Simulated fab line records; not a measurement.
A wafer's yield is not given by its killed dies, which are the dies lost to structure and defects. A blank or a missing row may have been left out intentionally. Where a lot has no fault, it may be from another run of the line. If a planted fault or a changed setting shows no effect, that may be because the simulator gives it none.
The tool behind it: which one? || flow berkeley-cmos170 || Sampling: 15 lots, 45 wafers, 4 of 331 route steps

## WHAT THE GAUGES SHOWED, per wafer
UCB170_ACTIVE_THK_MEAS_03.
{"lot": "L311", "measured": "day 4 17:43", "on": "film-metro-02", "ACTIVE_OXIDE_THK (nm)": "26.0 26.0 25.9"}
{"lot": "L313", "measured": "day 4 17:43", "on": "film-metro-04", "ACTIVE_OXIDE_THK (nm)": "26.0 26.2 26.2"}
{"lot": "L314", "measured": "day 5 06:40", "on": "film-metro-04", "ACTIVE_OXIDE_THK (nm)": "26.8 27.1 27.1"}
{"lot": "L315", "measured": "day 5 09:52", "on": "film-metro-04", "ACTIVE_OXIDE_THK (nm)": "26.9 27.4 26.8"}
{"lot": "L316", "measured": "day 5 15:46", "on": "film-metro-04", "ACTIVE_OXIDE_THK (nm)": "25.9 26.2 26.0"}
{"lot": "L317", "measured": "day 6 02:05", "on": "film-metro-01", "ACTIVE_OXIDE_THK (nm)": "26.8 26.4 26.5"}
{"lot": "L318", "measured": "day 6 07:40", "on": "film-metro-02", "ACTIVE_OXIDE_THK (nm)": "26.5 26.0 26.1"}
{"lot": "L319", "measured": "day 6 07:41", "on": "film-metro-04", "ACTIVE_OXIDE_THK (nm)": "26.4 26.8 26.3"}
{"lot": "L321", "measured": "day 6 21:52", "on": "film-metro-04", "ACTIVE_OXIDE_THK (nm)": "26.6 26.3 26.1"}
{"lot": "L329", "measured": "day 8 14:07", "on": "film-metro-04", "ACTIVE_OXIDE_THK (nm)": "26.6 27.0 26.6"}
{"lot": "L330", "measured": "day 8 14:06", "on": "film-metro-02", "ACTIVE_OXIDE_THK (nm)": "27.2 27.3 27.0"}
{"lot": "L331", "measured": "day 8 22:29", "on": "film-metro-01", "ACTIVE_OXIDE_THK (nm)": "27.2 27.1 27.3"}

UCB170_FIELD_THK_MEAS_91.
{"lot": "L311", "measured": "day 6 16:05", "on": "film-metro-04", "FIELD_OXIDE_LEFT_2_THK (nm)": "335 333 332"}
{"lot": "L313", "measured": "day 6 16:22", "on": "film-metro-03", "FIELD_OXIDE_LEFT_2_THK (nm)": "337 336 340"}
{"lot": "L314", "measured": "day 7 04:55", "on": "film-metro-04", "FIELD_OXIDE_LEFT_2_THK (nm)": "335 330 326"}
{"lot": "L315", "measured": "day 7 09:33", "on": "film-metro-01", "FIELD_OXIDE_LEFT_2_THK (nm)": "335 332 333"}
{"lot": "L316", "measured": "day 7 20:00", "on": "film-metro-03", "FIELD_OXIDE_LEFT_2_THK (nm)": "345 347 341"}
{"lot": "L317", "measured": "day 7 20:16", "on": "film-metro-01", "FIELD_OXIDE_LEFT_2_THK (nm)": "341 341 350"}
{"lot": "L318", "measured": "day 8 07:05", "on": "film-metro-03", "FIELD_OXIDE_LEFT_2_THK (nm)": "335 338 336"}
{"lot": "L319", "measured": "day 8 07:24", "on": "film-metro-01", "FIELD_OXIDE_LEFT_2_THK (nm)": "336 331 336"}
{"lot": "L321", "measured": "day 8 19:54", "on": "film-metro-04", "FIELD_OXIDE_LEFT_2_THK (nm)": "332 324 332"}
{"lot": "L329", "measured": "day 10 13:11", "on": "film-metro-03", "FIELD_OXIDE_LEFT_2_THK (nm)": "347 353 344"}
{"lot": "L330", "measured": "day 10 12:51", "on": "film-metro-03", "FIELD_OXIDE_LEFT_2_THK (nm)": "340 341 341"}
{"lot": "L331", "measured": "day 10 16:35", "on": "film-metro-04", "FIELD_OXIDE_LEFT_2_THK (nm)": "356 353 363"}

UCB170_GATE_CD_MEAS_12: the cd target is 350 nm.
{"lot": "L311", "measured": "day 7 04:47", "on": "cd-sem-01", "cd-nm (nm)": "349.8 348.8 349.0"}
{"lot": "L313", "measured": "day 7 05:04", "on": "cd-sem-01", "cd-nm (nm)": "346.7 348.0 347.7"}
{"lot": "L314", "measured": "day 7 16:29", "on": "cd-sem-01", "cd-nm (nm)": "349.0 346.4 347.1"}
{"lot": "L315", "measured": "day 7 21:17", "on": "cd-sem-01", "cd-nm (nm)": "349.6 350.8 350.9"}
{"lot": "L316", "measured": "day 8 07:04", "on": "cd-sem-02", "cd-nm (nm)": "352.0 352.4 353.7"}
{"lot": "L317", "measured": "day 8 06:41", "on": "cd-sem-02", "cd-nm (nm)": "349.8 351.9 350.8"}
{"lot": "L318", "measured": "day 8 21:09", "on": "cd-sem-02", "cd-nm (nm)": "349.2 348.9 348.2"}
{"lot": "L319", "measured": "day 8 20:55", "on": "cd-sem-02", "cd-nm (nm)": "350.3 351.8 352.6"}
{"lot": "L321", "measured": "day 9 07:50", "on": "cd-sem-01", "cd-nm (nm)": "347.6 348.2 346.9"}
{"lot": "L329", "measured": "day 11 03:28", "on": "cd-sem-01", "cd-nm (nm)": "350.5 350.6 350.3"}
{"lot": "L330", "measured": "day 11 03:11", "on": "cd-sem-01", "cd-nm (nm)": "349.5 348.7 349.7"}
{"lot": "L331", "measured": "day 11 09:47", "on": "cd-sem-02", "cd-nm (nm)": "348.0 348.3 349.1"}

## WHICH TOOL RAN EACH LOT (tool, then ch and the chambers of the sampled wafers, then the start)
{"lot": "L311", "UCB170_PWELL_EXPOSE_10": "krf-scanner-01 ch 0, day 3 18:07"}
{"lot": "L313", "UCB170_PWELL_EXPOSE_10": "krf-scanner-02 ch 0, day 3 18:21"}
{"lot": "L314", "UCB170_PWELL_EXPOSE_10": "krf-scanner-01 ch 0, day 4 04:16"}
{"lot": "L315", "UCB170_PWELL_EXPOSE_10": "krf-scanner-02 ch 0, day 4 10:08"}
{"lot": "L316", "UCB170_PWELL_EXPOSE_10": "krf-scanner-02 ch 0, day 4 15:59"}
{"lot": "L317", "UCB170_PWELL_EXPOSE_10": "krf-scanner-01 ch 0, day 5 02:41"}
{"lot": "L318", "UCB170_PWELL_EXPOSE_10": "krf-scanner-02 ch 0, day 5 06:44"}
{"lot": "L319", "UCB170_PWELL_EXPOSE_10": "krf-scanner-01 ch 0, day 5 07:01"}
{"lot": "L321", "UCB170_PWELL_EXPOSE_10": "krf-scanner-01 ch 0, day 5 22:20"}
{"lot": "L322", "UCB170_PWELL_EXPOSE_10": "krf-scanner-02, day 6 04:17"}
{"lot": "L324", "UCB170_PWELL_EXPOSE_10": "krf-scanner-01, day 6 11:08"}
{"lot": "L323", "UCB170_PWELL_EXPOSE_10": "krf-scanner-02, day 6 11:22"}
{"lot": "L329", "UCB170_PWELL_EXPOSE_10": "krf-scanner-02 ch 0, day 7 14:29"}
{"lot": "L330", "UCB170_PWELL_EXPOSE_10": "krf-scanner-01 ch 0, day 7 19:44"}
{"lot": "L331", "UCB170_PWELL_EXPOSE_10": "krf-scanner-01 ch 0, day 8 01:01"}
- UCB170_PWELL_EXPOSE_10: exposes mask PWELL, target cd 3000 nm.

## WHAT THE TOOLS THEMSELVES READ (means of the sampled wafers that have a number; where no wafer has one, the mark that the record gives instead)
UCB170_PWELL_EXPOSE_10.
{"lot": "L311", "tool": "krf-scanner-01", "exposure-dose-mJ-cm2": 18.813, "focus-offset-nm (nm)": 0.1}
{"lot": "L313", "tool": "krf-scanner-02", "exposure-dose-mJ-cm2": 18.820, "focus-offset-nm (nm)": 0.2}
{"lot": "L314", "tool": "krf-scanner-01", "exposure-dose-mJ-cm2": 18.801, "focus-offset-nm (nm)": -0.1}
{"lot": "L315", "tool": "krf-scanner-02", "exposure-dose-mJ-cm2": 18.804, "focus-offset-nm (nm)": -0.0}
{"lot": "L316", "tool": "krf-scanner-02", "exposure-dose-mJ-cm2": 18.822, "focus-offset-nm (nm)": -0.3}
{"lot": "L317", "tool": "krf-scanner-01", "exposure-dose-mJ-cm2": 18.820, "focus-offset-nm (nm)": -0.2}
{"lot": "L318", "tool": "krf-scanner-02", "exposure-dose-mJ-cm2": 18.837, "focus-offset-nm (nm)": 0.0}
{"lot": "L319", "tool": "krf-scanner-01", "exposure-dose-mJ-cm2": 18.808, "focus-offset-nm (nm)": -0.3}
{"lot": "L321", "tool": "krf-scanner-01", "exposure-dose-mJ-cm2": 18.826, "focus-offset-nm (nm)": 0.0}
{"lot": "L322", "tool": "krf-scanner-02", "exposure-dose-mJ-cm2": "-", "focus-offset-nm (nm)": "-"}
{"lot": "L324", "tool": "krf-scanner-01", "exposure-dose-mJ-cm2": "-", "focus-offset-nm (nm)": "-"}
{"lot": "L323", "tool": "krf-scanner-02", "exposure-dose-mJ-cm2": "-", "focus-offset-nm (nm)": "-"}
{"lot": "L329", "tool": "krf-scanner-02", "exposure-dose-mJ-cm2": 18.803, "focus-offset-nm (nm)": -0.4}
{"lot": "L330", "tool": "krf-scanner-01", "exposure-dose-mJ-cm2": 18.793, "focus-offset-nm (nm)": -0.8}
{"lot": "L331", "tool": "krf-scanner-01", "exposure-dose-mJ-cm2": 18.797, "focus-offset-nm (nm)": -0.2}

## THE ANSWER, worked out from the rows above alone
Rule: the lots themselves supply what counts as usual. The widest of any qualifying gaps counts: lots, ordered by their means at a reading, are off when they make up no more than a third of the lots, leave a main group of 4 or more, and stand apart from it by 3 or more times the standard deviation of that group's means. Not used: any main group whose means are identical at the precision the tables above print for the reading. A lot without any number at a reading at which 4 lots or more have one is off too. Any other lot the step has rows for is counted as sound. The gauges are gone through in route order, then the tools' own readings, and for those a lot's mean is taken as printed above. The first step at which some lot is off is used, and at that step the reading that is off furthest; a lot without a number counts as furthest.
Off, at UCB170_PWELL_EXPOSE_10 on exposure-dose-mJ-cm2: L322, L324, L323. Without a number there: L322, L324, L323. Main group: mean 18.812, sd 0.013.
If a tool, at that step or one of the process steps before it, ran each lot that is off and ran no sound lot following the first of them, it fits. Not one of the candidates tried fits.

## WHAT THE SIMULATOR PUT IN
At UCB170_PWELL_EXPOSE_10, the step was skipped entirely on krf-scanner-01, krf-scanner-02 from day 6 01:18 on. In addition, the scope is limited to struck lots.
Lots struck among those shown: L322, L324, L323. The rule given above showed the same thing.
